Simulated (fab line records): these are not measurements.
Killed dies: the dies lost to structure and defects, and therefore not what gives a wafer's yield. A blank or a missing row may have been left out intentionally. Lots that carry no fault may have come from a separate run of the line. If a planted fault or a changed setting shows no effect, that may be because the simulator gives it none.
Problem report in the 8D (eight disciplines) form, filled by code | flow berkeleyCmos170 | the parts of the form that need people (team, actions taken, sign-off) are left out

## 1. WHAT WENT WRONG
NVT_TW at UCB170_NVT_TW_MEAS_09 reads a mean of 613 on 6 wafers of 2 lots; wafers without a fault read 522 with a standard deviation of 3.3. That puts it +28 standard deviations away from the usual mean.
The first sign was on wafer L808.2 at day 7 15:14, on filmMetro-04. The record has a number at this step for 42 wafers belonging to 14 lots. By rule, "out" or "out of limits" means more than 4 standard deviations away from the usual mean. The rest of the wafers with a number are treated as sound.

## 2. WHAT IT IS; WHAT IT IS NOT
question                    | is                     | is not
which readings at this step | NVT_TW                 | -
which lots                  | L806, L808             | L800, L801, L802, L803, L807, L809, L816, L819, L820, L821, L822, L823
which wafers of those lots  | all that have a number | -
read on which gauges        | filmMetro-04           | filmMetro-01, filmMetro-02
when                        | from day 7 15:14       | up to then (15 sound wafers); but 21 sound wafers of L807, L816, L819, L820, L821, L822, L823 came after

## 3. WHAT RULES OUT EACH SUSPECT
Counting: a tool stays on the suspect list if, at a process step up to the reading, it processed all lots that are out and no sound lot following the first of them.
- the gauge at UCB170_NVT_TW_MEAS_09 has been ruled out. All the wafers that are out were read on filmMetro-04, but those of them that UCB170_NVT_IMPLANT_07 has rows for are out there too, on other tools.
- implanter-01 at UCB170_NVT_IMPLANT_07: ruled out as a lasting fault. Sound lots L820, L823 ran on it after its first lot that is out, L808 (day 7 14:59).
Left after counting: nothing in the record.

## 4. THE CAUSE (what the simulator had put in)
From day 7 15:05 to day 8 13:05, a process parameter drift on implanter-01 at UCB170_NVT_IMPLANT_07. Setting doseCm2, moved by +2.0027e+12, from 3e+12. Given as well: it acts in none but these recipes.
Counting ruled it out, wrongly: the rule takes a fault to strike every lot that its tool runs from its start on, and this one did not.

## 5. THE EFFECT CHAIN, in route order
Rows list readings where the struck wafers' mean (over those with a number) sits beyond 3 standard deviations from the usual. Only readings whose record carries a usual standard deviation are examined. hours: median over the lots of the time between each lot's start at the first step of this table that gives one and its start at this step. sigmas: the change, counted in usual standard deviations.
hours | step                  | reading          | usual     | on struck wafers | change     | sigmas
0     | UCB170_NVT_IMPLANT_07 | doseIonsCm2      | 3.001e+12 | 5.004e+12        | +2.004e+12 | +99 or more
0     | UCB170_NVT_IMPLANT_07 | faradayCurrentUA | 9.50      | 15.47            | +5.97      | +31
0     | UCB170_NVT_TW_MEAS_09 | NVT_TW           | 522       | 613              | +91        | +28
It contains these process steps:
- UCB170_NVT_IMPLANT_07

## 6. HOW IT WOULD HAVE BEEN CAUGHT EARLIER
0 hours passed between the start of the fault at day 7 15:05 and the first reading out of limits at a measuring or inspecting step in this record, taken at day 7 15:14.
Tool's own readings at UCB170_NVT_IMPLANT_07, doseIonsCm2, faradayCurrentUA: out on all struck wafers the step has rows for; an alarm limit on them would have tripped on the first.
